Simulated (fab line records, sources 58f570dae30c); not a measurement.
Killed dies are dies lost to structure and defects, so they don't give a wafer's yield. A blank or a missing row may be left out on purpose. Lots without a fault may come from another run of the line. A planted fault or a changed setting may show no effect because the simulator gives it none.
Split-lot experiment | flow berkeley_cmos170 | 5 lots, 23 wafers read, on a route of 331 steps

THE SPLIT
At UCB170_NSD_IMPLANT_08, the setting dose_cm2 was moved away from the recipe's 3e+15 on 8 of the 23 wafers read, by +3.9% to +6.7%. The other wafers ran this setting at the recipe's value.

FROM THE SPLIT TO THE READING: what the file shows between them, 5 steps
- UCB170_NSD_STRIP_09: strips in O2
- UCB170_BACKSIDE_STRIP_03: strips in O2 (also split here: power_w)
- UCB170_BACKSIDE_CLEAN_04: cleans in SPM, time 600 s
- UCB170_SDANNEAL_RTA_00: time 10 s
- UCB170_SDANNEAL_RTA_01: time 5 s

THE READING
NSD_RS, in ohm/sq, at UCB170_SDANNEAL_RS_MEAS_03 (measures by four-point-probe). Fault-free wafers of this fab line usually give 37.27 ohm/sq, standard deviation 0.095 ohm/sq.

wafer  | tool, chamber at the split | dose_cm2 as run | against the recipe | NSD_RS, ohm/sq | against lot-mates on the recipe
L075.2 | implanter-04, 0            | 3.116e+15       | +3.9%              | 36.70          | -0.58
L075.3 | implanter-04, 0            | 3e+15           | recipe             | 37.30          | -
L075.4 | implanter-04, 0            | 3e+15           | recipe             | 37.25          | -
L075.5 | implanter-04, 0            | 3.116e+15       | +3.9%              | 36.63          | -0.65
L075.6 | implanter-04, 0            | 3e+15           | recipe             | 37.30          | -
L076.2 | implanter-04, 0            | 3.202e+15       | +6.7%              | 36.28          | -1.08
L076.3 | implanter-04, 0            | 3.202e+15       | +6.7%              | 36.34          | -1.02
L076.4 | implanter-04, 0            | 3e+15           | recipe             | 37.43          | -
L076.5 | implanter-04, 0            | 3.202e+15       | +6.7%              | 36.39          | -0.97
L076.6 | implanter-04, 0            | 3e+15           | recipe             | 37.29          | -
L078.1 | implanter-02, 0            | 3e+15           | recipe             | 37.33          | -
L078.3 | implanter-02, 0            | 3.191e+15       | +6.4%              | 36.28          | -1.03
L078.4 | implanter-02, 0            | 3.191e+15       | +6.4%              | 36.26          | -1.05
L078.5 | implanter-02, 0            | 3e+15           | recipe             | 37.30          | -
L078.6 | implanter-02, 0            | 3.191e+15       | +6.4%              | 36.25          | -1.06
L080.1 | implanter-03, 0            | 3e+15           | recipe             | 37.42          | -
L080.2 | implanter-03, 0            | 3e+15           | recipe             | 37.49          | -
L080.5 | implanter-03, 0            | 3e+15           | recipe             | 37.25          | -
L085.1 | implanter-04, 0            | 3e+15           | recipe             | 37.36          | -
L085.2 | implanter-04, 0            | 3e+15           | recipe             | 37.40          | -
L085.4 | implanter-04, 0            | 3e+15           | recipe             | 37.33          | -
L085.5 | implanter-04, 0            | 3e+15           | recipe             | 37.38          | -
L085.6 | implanter-04, 0            | 3e+15           | recipe             | 37.34          | -

THE FIT
A straight line over all 23 wafers: NSD_RS changes by -0.16 ohm/sq for each +1% of dose_cm2; r = -0.99; the points scatter about the line by 0.072 ohm/sq.
The same after taking each lot's own level away (the mean of its wafers on the recipe; 23 wafers): -0.158 ohm/sq for each +1%; r = -0.99; scatter 0.056 ohm/sq.
On that fit, the largest move of dose_cm2 shifts the reading by 1.1 ohm/sq.
The lots' own levels span 37.283 to 37.387 ohm/sq, that is 1.1 times the standard deviation above.
So the lot-to-lot level changes the slope little: the two slopes agree.
Check: with one of the wafers moved furthest among these (+6.7%) left out of the fit, the line predicts -1.06 ohm/sq for it against its lot-mates. It came out at -1.08 ohm/sq against them.

OTHER SPLITS ON THESE WAFERS
These wafers also went through other splits before the reading. Each is held against what the fit with the lots' levels taken away leaves over:
other split on the same wafers   | wafers away from the commonest value | r with NSD_RS (lot level and that fit taken away)
UCB170_PVT_IMPLANT_07 energy_kev | 11                                   | +0.28
UCB170_GATE_CVD_04 temp_c        | 10                                   | +0.06
UCB170_PLDD_IMPLANT_09 dose_cm2  | 9                                    | -0.19
UCB170_PSD_IMPLANT_08 energy_kev | 8                                    | -0.17
UCB170_BACKSIDE_STRIP_03 power_w | 6                                    | -0.05

THE WHOLE CHAIN: every reading that the file lists as answering this split, in the file's order
step                       | what it does                 | reading                  | change (the file's fit)              | r (the file's)
UCB170_NSD_STRIP_09        | strips in O2                 | strip_time_to_endpoint_s | withheld for each +1% of the setting | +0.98
UCB170_SDANNEAL_RS_MEAS_03 | measures by four-point-probe | NSD_RS                   | -0.159 for each +1% of the setting   | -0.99

THE FILE'S OWN FIT
NSD_RS changes by -0.159 ohm/sq for each +1% of dose_cm2, r = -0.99.
